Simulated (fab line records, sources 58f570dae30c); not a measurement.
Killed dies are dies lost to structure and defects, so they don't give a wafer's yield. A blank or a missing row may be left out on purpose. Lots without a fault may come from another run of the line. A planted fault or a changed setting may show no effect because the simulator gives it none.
Problem report in the 8D (eight disciplines) form, filled by code | flow berkeley_cmos170 | the parts of the form that need people (team, actions taken, sign-off) are left out

1. THE PROBLEM
ACTIVE_OVL at UCB170_ACTIVE_OVL_MEAS_14 reads a mean of -158 nm on 12 wafers of 4 lots; wafers without a fault read 3 nm with a standard deviation of 5.4. That is -30 standard deviations from the usual mean.
First seen on wafer L102.2, day 5 16:45, on overlay-01. The record holds 45 wafers of 15 lots with a number at this step. Rule for "out", or "out of limits": more than 4 standard deviations from the usual mean. The other wafers with a number count as sound.

2. WHAT IT IS AND WHAT IT IS NOT
question                    | is                     | is not
which readings at this step | ACTIVE_OVL             | -
which lots                  | L102, L103, L104, L105 | L107, L108, L109, L110, L111, L112, L114, L115, L118, L995, L996
which wafers of those lots  | all that have a number | -
read on which gauges        | overlay-01, overlay-02 | -
when                        | from day 5 16:45       | up to then (6 sound wafers); but 27 sound wafers of L107, L108, L109, L110, L111, L112, L114, L115, L118 came after

3. SUSPECTS, AND WHAT RULES EACH OUT
Counting: a tool at a process step up to the reading stays a suspect if it ran every lot that is out and no sound lot after the first of them.
- the gauge at UCB170_ACTIVE_OVL_MEAS_14: ruled out. The wafers that are out were read on 2 gauges (overlay-01, overlay-02).
- krf_scanner-01 at UCB170_ACTIVE_EXPOSE_10 (exposes mask ACTIVE, target cd 1200 nm): kept. It ran every lot that is out, first L102 (day 5 16:15), and no sound lot after that; its last sound lot up to then is L996 (day 4 12:12).
Left after counting: krf_scanner-01 at UCB170_ACTIVE_EXPOSE_10.

4. THE CAUSE (what the simulator had put in)
Scanner matching overlay: krf_scanner-01, from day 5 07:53 on, at UCB170_ACTIVE_EXPOSE_10. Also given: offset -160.
Counting left only this tool.

5. THE CHAIN OF EFFECTS, in route order
Each row: a reading whose mean over the struck wafers that have a number lies more than 3 standard deviations from the usual. Only readings for which the record gives a usual standard deviation are gone through. hours: the time from each lot's start at the first step in this table that gives one to its start at this step, as a median over the lots. sigmas: the change in usual standard deviations.
hours | step                      | reading    | usual | on struck wafers | change | sigmas
0     | UCB170_ACTIVE_OVL_MEAS_14 | ACTIVE_OVL | 3 nm  | -158             | -160   | -30

6. WHAT WOULD HAVE CAUGHT IT SOONER
In this record the first reading out of limits at a measuring or inspecting step was taken at day 5 16:45, 9 hours after the fault began at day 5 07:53.
Of the tool readings at UCB170_ACTIVE_EXPOSE_10 for which the record gives a usual standard deviation, none was out on any struck wafer, so an alarm limit of 4 standard deviations on them would not have fired.
Of the lots that are out (4), L103, L104, L105 began UCB170_ACTIVE_EXPOSE_10 on krf_scanner-01 after day 5 16:45. A hold on the tool at that time would have spared those 3.
